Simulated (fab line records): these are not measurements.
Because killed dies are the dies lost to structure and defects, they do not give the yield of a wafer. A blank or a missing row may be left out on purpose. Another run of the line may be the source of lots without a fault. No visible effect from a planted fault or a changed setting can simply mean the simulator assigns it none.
Which tool did it? | flow berkeley cmos170 | 7 lots, 21 wafers sampled, at 3 steps of a route of 331

WHAT THE GAUGES SHOWED, per wafer
UCB170_V1_THK_MEAS_01.
lot  | measured     | on            | V1_TEOS_THK (nm)
L614 | day 8 18:10  | film metro-04 | 2004 2001 1964
L612 | day 8 21:10  | film metro-04 | 1973 2043 2024
L610 | day 8 18:14  | film metro-04 | 1983 2018 2004
L623 | day 11 03:19 | film metro-02 | 3385 3364 3407
L626 | day 11 14:56 | film metro-01 | 3420 3423 3446
L630 | day 12 12:54 | film metro-02 | 1983 2022 2043
L632 | day 13 02:38 | film metro-02 | 1992 2021 2009

WHAT TOOL EACH LOT RAN ON (gives the tool, then ch and the chambers of the sampled wafers, and finally the start)
lot  | UCB170_NLDD_STRIP_10                 | UCB170_V1_CVD_00
L614 | plasma asher-04 ch 0,1, day 7 17:41  | pecvd-01 ch 0,1,2, day 8 18:01
L612 | plasma asher-01 ch 0,1, day 7 18:57  | pecvd-04 ch 0,1,2, day 8 21:01
L610 | plasma asher-03 ch 0,1, day 7 19:03  | pecvd-03 ch 0,1, day 8 18:01
L623 | plasma asher-03 ch 0,1, day 10 07:11 | pecvd-01 ch 0,1, day 11 03:10
L626 | plasma asher-03 ch 0,1, day 10 19:15 | pecvd-01 ch 0,1,2, day 11 14:50
L630 | plasma asher-01 ch 0,1, day 11 13:20 | pecvd-03 ch 0,1,2, day 12 12:44
L632 | plasma asher-01 ch 0,1, day 12 05:05 | pecvd-03 ch 0,1,2, day 13 02:32
- UCB170_NLDD_STRIP_10: strips in O2.
- UCB170_V1_CVD_00: deposits SiO2 from TEOS/O2, target thk 2000 nm, time 250 s.

THE ANSWER, worked out from the rows above alone
Rule: the usual values come from the lots themselves. The widest of any qualifying gaps counts: lots, ordered by their means at a reading, are off when they make up no more than a third of the lots, leave a main group of 4 or more, and stand apart from it by 3 or more times the standard deviation of that group's means. The tables above print the reading to a certain number of digits; a main group whose means all agree to those digits is not used. A lot without any number at a reading at which 4 lots or more have one is off too. The other lots that the step has rows for count as sound.
Off: L623, L626, at UCB170_V1_THK_MEAS_01 (V1_TEOS_THK). Main group: mean 2006 nm, sd 9.4.
A tool fits if, at a process step before that reading, it ran every lot that is off, and no sound lot after the first of them. The gauges at UCB170_V1_THK_MEAS_01 are tried like those tools. 2 tools fit, plasma asher-03 at UCB170_NLDD_STRIP_10 and pecvd-01 at UCB170_V1_CVD_00, so this cannot tell which one it is.

WHAT THE SIMULATOR HAD INSERTED
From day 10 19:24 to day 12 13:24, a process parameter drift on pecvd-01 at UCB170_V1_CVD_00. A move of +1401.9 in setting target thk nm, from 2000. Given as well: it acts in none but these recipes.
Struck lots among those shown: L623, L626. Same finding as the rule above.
